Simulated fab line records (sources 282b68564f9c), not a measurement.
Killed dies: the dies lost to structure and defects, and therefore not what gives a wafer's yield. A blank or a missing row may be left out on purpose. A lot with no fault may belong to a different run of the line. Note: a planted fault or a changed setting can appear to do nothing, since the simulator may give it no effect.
fab line records / flow ritCmos
record lots=13 wafers=39 lastDay=8
route steps=202 shown PRETRO@67 M1@202
lots untouched by any fault: they come from a run of this same line in which no faults occurred
startH: hours from the record's opening day to when the first of the lot's shown wafers began / waitH: how many hours have passed since the lot's step before this one / " unchanged from the row above / L1.1+2: a row that stands for several wafers / - no value present, or no start provided / * or withheld: withheld / < > ~ a bound
route shown NAME@n: names a module that has steps shown in the file, with the first one's number in the route / usual: average and standard deviation across the fault-free wafers / same: alike in all rows / chamber/n: place in a boat / sites: readings site by site / _std_site: standard deviation across them / _edge_site: outer sites' mean less inner sites' / radiusMm: for every site, how far away it sits from the centre of the wafer / mask NAME#n: copy n / behind: the last tool/chamber to shape the wafer / hold: reason for holding the lot/hours on hold/outcome of the hold / device: the n, p or np transistor that did not switch / end of line: at the end of the route, the tests of the same wafers / a step with no rows: only its recipe / killed: the dies lost at the first sort to structure and to defects; this is not the yield of the wafer / map: dies across one wafer; x = killed, . = not, _ = none there
set.NAME: the run value of the setting; set.NAME@STEP: its run value at that earlier step / model.NAME: the simulator's own value behind a step, which no gauge read
route steps across a sampled set of lots; one table per step, one row per wafer
services: a tool's chamber out of use, with start hour (startH, from the record's first day; less than 0 if before it), hours out, and reason
## steps
# step RIT_PRETRO_EXPOSE_03
# recipe maskId=M5 na=0.57 targetCdNm=43700 doseMj=250
# same na=0.57
lot.wafer=L581.2+4+6 tool=ilineStepper-01 chamber=0 startH=52.04 waitH=0.4 mask=M5#0
lot.wafer=L583.1+3+6 tool=ilineStepper-01 chamber=0 startH=58.48 waitH=0.1 mask=M4#0
lot.wafer=L584.3+4+5 tool=ilineStepper-02 chamber=0 startH=66.70 waitH=0.2 mask=M5#0
lot.wafer=L587.1+3+4 tool=ilineStepper-02 chamber=0 startH=80.80 waitH=0.1 mask=M5#0
lot.wafer=L589.2+4+6 tool=ilineStepper-02 chamber=0 startH=87.14 waitH=0.2 mask=M5#0
lot.wafer=L594.1+2+3 tool=ilineStepper-01 chamber=0 startH=112.14 waitH=0.1 mask=M5#0
lot.wafer=L595.3+4+5 tool=ilineStepper-01 chamber=0 startH=121.72 waitH=0.1 mask=M5#0
lot.wafer=L596.2+3+6 tool=ilineStepper-01 chamber=0 startH=128.19 waitH=0.1 mask=M5#0
lot.wafer=L597.4+5+6 tool=ilineStepper-02 chamber=0 startH=136.14 waitH=0.2 mask=M5#0
lot.wafer=L598.1+4+6 tool=ilineStepper-02 chamber=0 startH=142.09 waitH=0.1 mask=M5#0
lot.wafer=L599.3+4+6 tool=ilineStepper-01 chamber=0 startH=147.21 waitH=0.2 mask=M5#0
lot.wafer=L600.2+3+6 tool=ilineStepper-01 chamber=0 startH=153.59 waitH=0.1 mask=M5#0
lot.wafer=L601.2+3+5 tool=ilineStepper-01 chamber=0 startH=158.77 waitH=0.1 mask=M5#0
# step RIT_PRETRO_OVL_MEAS_06
# usual PRETRO_OVL=-0.4/1.6
lot.wafer=L581.2 tool=overlay-02 chamber=- startH=52.46 waitH=- PRETRO_OVL[nm]=-0.2
lot.wafer=L581.4 tool=overlay-02 chamber=- startH=52.46 waitH=- PRETRO_OVL[nm]=0.6
lot.wafer=L581.6 tool=overlay-02 chamber=- startH=52.46 waitH=- PRETRO_OVL[nm]=-1.6
lot.wafer=L583.1 tool=overlay-01 chamber=- startH=58.91 waitH=- PRETRO_OVL[nm]=-
lot.wafer=L583.3 tool=overlay-01 chamber=- startH=58.91 waitH=- PRETRO_OVL[nm]=-
lot.wafer=L583.6 tool=overlay-01 chamber=- startH=58.91 waitH=- PRETRO_OVL[nm]=-
lot.wafer=L584.3 tool=overlay-01 chamber=- startH=67.10 waitH=- PRETRO_OVL[nm]=0.8
lot.wafer=L584.4 tool=overlay-01 chamber=- startH=67.10 waitH=- PRETRO_OVL[nm]=-0.6
lot.wafer=L584.5 tool=overlay-01 chamber=- startH=67.10 waitH=- PRETRO_OVL[nm]=0.4
lot.wafer=L587.1 tool=overlay-02 chamber=- startH=81.23 waitH=- PRETRO_OVL[nm]=1.0
lot.wafer=L587.3 tool=overlay-02 chamber=- startH=81.23 waitH=- PRETRO_OVL[nm]=1.4
lot.wafer=L587.4 tool=overlay-02 chamber=- startH=81.23 waitH=- PRETRO_OVL[nm]=0.9
lot.wafer=L589.2 tool=overlay-01 chamber=- startH=87.56 waitH=- PRETRO_OVL[nm]=-0.8
lot.wafer=L589.4 tool=overlay-01 chamber=- startH=87.56 waitH=- PRETRO_OVL[nm]=0.5
lot.wafer=L589.6 tool=overlay-01 chamber=- startH=87.56 waitH=- PRETRO_OVL[nm]=-1.3
lot.wafer=L594.1 tool=overlay-02 chamber=- startH=112.57 waitH=- PRETRO_OVL[nm]=-2.8
lot.wafer=L594.2 tool=overlay-02 chamber=- startH=112.57 waitH=- PRETRO_OVL[nm]=-2.1
lot.wafer=L594.3 tool=overlay-02 chamber=- startH=112.57 waitH=- PRETRO_OVL[nm]=-3.4
lot.wafer=L595.3 tool=overlay-02 chamber=- startH=122.13 waitH=- PRETRO_OVL[nm]=1.2
lot.wafer=L595.4 tool=overlay-02 chamber=- startH=122.13 waitH=- PRETRO_OVL[nm]=-0.4
lot.wafer=L595.5 tool=overlay-02 chamber=- startH=122.13 waitH=- PRETRO_OVL[nm]=-0.9
lot.wafer=L596.2 tool=overlay-02 chamber=- startH=128.61 waitH=- PRETRO_OVL[nm]=-0.6
lot.wafer=L596.3 tool=overlay-02 chamber=- startH=128.61 waitH=- PRETRO_OVL[nm]=-0.7
lot.wafer=L596.6 tool=overlay-02 chamber=- startH=128.61 waitH=- PRETRO_OVL[nm]=-1.0
lot.wafer=L597.4 tool=overlay-01 chamber=- startH=136.53 waitH=- PRETRO_OVL[nm]=-0.8
lot.wafer=L597.5 tool=overlay-01 chamber=- startH=136.53 waitH=- PRETRO_OVL[nm]=1.7
lot.wafer=L597.6 tool=overlay-01 chamber=- startH=136.53 waitH=- PRETRO_OVL[nm]=1.0
lot.wafer=L598.1 tool=overlay-01 chamber=- startH=142.52 waitH=- PRETRO_OVL[nm]=1.2
lot.wafer=L598.4 tool=overlay-01 chamber=- startH=142.52 waitH=- PRETRO_OVL[nm]=2.3
lot.wafer=L598.6 tool=overlay-01 chamber=- startH=142.52 waitH=- PRETRO_OVL[nm]=2.2
lot.wafer=L599.3 tool=overlay-02 chamber=- startH=147.62 waitH=- PRETRO_OVL[nm]=-0.8
lot.wafer=L599.4 tool=overlay-02 chamber=- startH=147.62 waitH=- PRETRO_OVL[nm]=-0.9
lot.wafer=L599.6 tool=overlay-02 chamber=- startH=147.62 waitH=- PRETRO_OVL[nm]=-0.3
lot.wafer=L600.2 tool=overlay-02 chamber=- startH=154.01 waitH=- PRETRO_OVL[nm]=-1.7
lot.wafer=L600.3 tool=overlay-02 chamber=- startH=154.01 waitH=- PRETRO_OVL[nm]=-1.3
lot.wafer=L600.6 tool=overlay-02 chamber=- startH=154.01 waitH=- PRETRO_OVL[nm]=-1.4
lot.wafer=L601.2 tool=overlay-02 chamber=- startH=159.18 waitH=- PRETRO_OVL[nm]=-0.2
lot.wafer=L601.3 tool=overlay-02 chamber=- startH=159.18 waitH=- PRETRO_OVL[nm]=-0.2
lot.wafer=L601.5 tool=overlay-02 chamber=- startH=159.18 waitH=- PRETRO_OVL[nm]=-1.0
# step RIT_PRETRO_TW_MEAS_10
# usual PRETRO_TW=471/4.5
lot.wafer=L581.2 tool=filmMetro-02 chamber=- startH=53.07 waitH=0.1 PRETRO_TW=473
lot.wafer=L581.4 tool=filmMetro-02 chamber=- startH=53.07 waitH=0.1 PRETRO_TW=476
lot.wafer=L581.6 tool=filmMetro-02 chamber=- startH=53.07 waitH=0.1 PRETRO_TW=477
lot.wafer=L583.1 tool=filmMetro-04 chamber=- startH=59.52 waitH=0.1 PRETRO_TW=30
lot.wafer=L583.3 tool=filmMetro-04 chamber=- startH=59.52 waitH=0.1 PRETRO_TW=30
lot.wafer=L583.6 tool=filmMetro-04 chamber=- startH=59.52 waitH=0.1 PRETRO_TW=30
lot.wafer=L584.3 tool=filmMetro-01 chamber=- startH=67.72 waitH=0.1 PRETRO_TW=465
lot.wafer=L584.4 tool=filmMetro-01 chamber=- startH=67.72 waitH=0.1 PRETRO_TW=464
lot.wafer=L584.5 tool=filmMetro-01 chamber=- startH=67.72 waitH=0.1 PRETRO_TW=467
lot.wafer=L587.1 tool=filmMetro-01 chamber=- startH=81.84 waitH=0.1 PRETRO_TW=467
lot.wafer=L587.3 tool=filmMetro-01 chamber=- startH=81.84 waitH=0.1 PRETRO_TW=466
lot.wafer=L587.4 tool=filmMetro-01 chamber=- startH=81.84 waitH=0.1 PRETRO_TW=466
lot.wafer=L589.2 tool=filmMetro-02 chamber=- startH=88.17 waitH=0.1 PRETRO_TW=476
lot.wafer=L589.4 tool=filmMetro-02 chamber=- startH=88.17 waitH=0.1 PRETRO_TW=475
lot.wafer=L589.6 tool=filmMetro-02 chamber=- startH=88.17 waitH=0.1 PRETRO_TW=476
lot.wafer=L594.1 tool=filmMetro-01 chamber=- startH=113.18 waitH=0.1 PRETRO_TW=466
lot.wafer=L594.2 tool=filmMetro-01 chamber=- startH=113.18 waitH=0.1 PRETRO_TW=468
lot.wafer=L594.3 tool=filmMetro-01 chamber=- startH=113.18 waitH=0.1 PRETRO_TW=469
lot.wafer=L595.3 tool=filmMetro-01 chamber=- startH=122.75 waitH=0.1 PRETRO_TW=468
lot.wafer=L595.4 tool=filmMetro-01 chamber=- startH=122.75 waitH=0.1 PRETRO_TW=469
lot.wafer=L595.5 tool=filmMetro-01 chamber=- startH=122.75 waitH=0.1 PRETRO_TW=470
lot.wafer=L596.2 tool=filmMetro-02 chamber=- startH=129.23 waitH=0.1 PRETRO_TW=475
lot.wafer=L596.3 tool=filmMetro-02 chamber=- startH=129.23 waitH=0.1 PRETRO_TW=475
lot.wafer=L596.6 tool=filmMetro-02 chamber=- startH=129.23 waitH=0.1 PRETRO_TW=478
lot.wafer=L597.4 tool=filmMetro-01 chamber=- startH=137.15 waitH=0.1 PRETRO_TW=468
lot.wafer=L597.5 tool=filmMetro-01 chamber=- startH=137.15 waitH=0.1 PRETRO_TW=469
lot.wafer=L597.6 tool=filmMetro-01 chamber=- startH=137.15 waitH=0.1 PRETRO_TW=467
lot.wafer=L598.1 tool=filmMetro-02 chamber=- startH=143.13 waitH=0.1 PRETRO_TW=478
lot.wafer=L598.4 tool=filmMetro-02 chamber=- startH=143.13 waitH=0.1 PRETRO_TW=476
lot.wafer=L598.6 tool=filmMetro-02 chamber=- startH=143.13 waitH=0.1 PRETRO_TW=478
lot.wafer=L599.3 tool=filmMetro-04 chamber=- startH=148.24 waitH=0.1 PRETRO_TW=473
lot.wafer=L599.4 tool=filmMetro-04 chamber=- startH=148.24 waitH=0.1 PRETRO_TW=471
lot.wafer=L599.6 tool=filmMetro-04 chamber=- startH=148.24 waitH=0.1 PRETRO_TW=474
lot.wafer=L600.2 tool=filmMetro-01 chamber=- startH=154.62 waitH=0.1 PRETRO_TW=463
lot.wafer=L600.3 tool=filmMetro-01 chamber=- startH=154.62 waitH=0.1 PRETRO_TW=463
lot.wafer=L600.6 tool=filmMetro-01 chamber=- startH=154.62 waitH=0.1 PRETRO_TW=467
lot.wafer=L601.2 tool=filmMetro-01 chamber=- startH=159.80 waitH=0.1 PRETRO_TW=468
lot.wafer=L601.3 tool=filmMetro-01 chamber=- startH=159.80 waitH=0.1 PRETRO_TW=464
lot.wafer=L601.5 tool=filmMetro-01 chamber=- startH=159.80 waitH=0.1 PRETRO_TW=465
# step RIT_M1_PROBE_99
# usual killedAtContacts=0.0/0.22 killedAtFrontEnd=6.6/2.7 killedDies=6.7/2.7 killedOnRim=1.7/1.4 killedOpen=3.4/2 killedShort=3.2/1.8
# same grossDies=264 killed_at_M0_to_M3=0 killed_at_M4_up=0 killedAtBackSide=0 killedAtOther=0
lot.wafer=L583.1 tool=prober-01 chamber=- startH=88.01 waitH=0.1 killedAtContacts=0 killedAtFrontEnd=264 killedDies=264 killedOnRim=70 killedOpen=2 killedShort=5
lot.wafer=L583.3 tool=prober-01 chamber=- startH=88.11 waitH=0.2 killedAtContacts=0 killedAtFrontEnd=264 killedDies=264 killedOnRim=70 killedOpen=1 killedShort=2
lot.wafer=L583.6 tool=prober-01 chamber=- startH=88.26 waitH=0.2 killedAtContacts=0 killedAtFrontEnd=264 killedDies=264 killedOnRim=70 killedOpen=3 killedShort=1
# killed by level:class
L583.1 PRETRO:areaExpose=257 GATE:geometricParticle:short=3 GATE:geometricParticle:open=2 FOX1:geometricParticle:short=1 SPACER:geometricParticle:short=1
L583.3 PRETRO:areaExpose=261 FOX1:geometricParticle:short=2 GATE:geometricParticle:open=1
L583.6 PRETRO:areaExpose=260 FOX2:geometricParticle:open=1 GATE:geometricParticle:open=1 GATE:geometricParticle:short=1 SILICIDE:geometricParticle:open=1
## services
tool=ilineStepper-02 chamber=- startH=47.79 hours=4.4 kind=pm
tool=ilineStepper-02 chamber=- startH=115.35 hours=7.2 kind=repair
tool=ilineStepper-02 chamber=- startH=122.57 hours=1.7 kind=pm
## key
firstSign step=RIT_PRETRO_EXPOSE_03 reading=mask direction=changed
effect step=RIT_PRETRO_OVL_MEAS_06 reading=PRETRO_OVL direction=missing
effect step=RIT_PRETRO_TW_MEAS_10 reading=PRETRO_TW direction=down sigmas=98 usual=471 struck=30
effect step=RIT_M1_PROBE_99 reading=killedDies direction=up sigmas=94 usual=6.7 struck=264
moreKillsBornAt RIT_PRETRO_EXPOSE_03@ilineStepper-01=778
metAt RIT_PRETRO_EXPOSE_03
struckLots L583
testerLeftOut L583
onsetBetween 52.04 58.48
fault kind=wrongMask tool=any chamber=- onsetH=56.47 steps=RIT_PRETRO_EXPOSE_03 auxCopy=M4#0 scope=struckLotsOnly
# testerLeftOut: of these lots the tester's yield and bins aren't shown, on N5 and GAA mostly nor the transistor test; their killed dies are dies lost to structure and defects alone, not to doping, threshold or leakage, so they don't give the yield
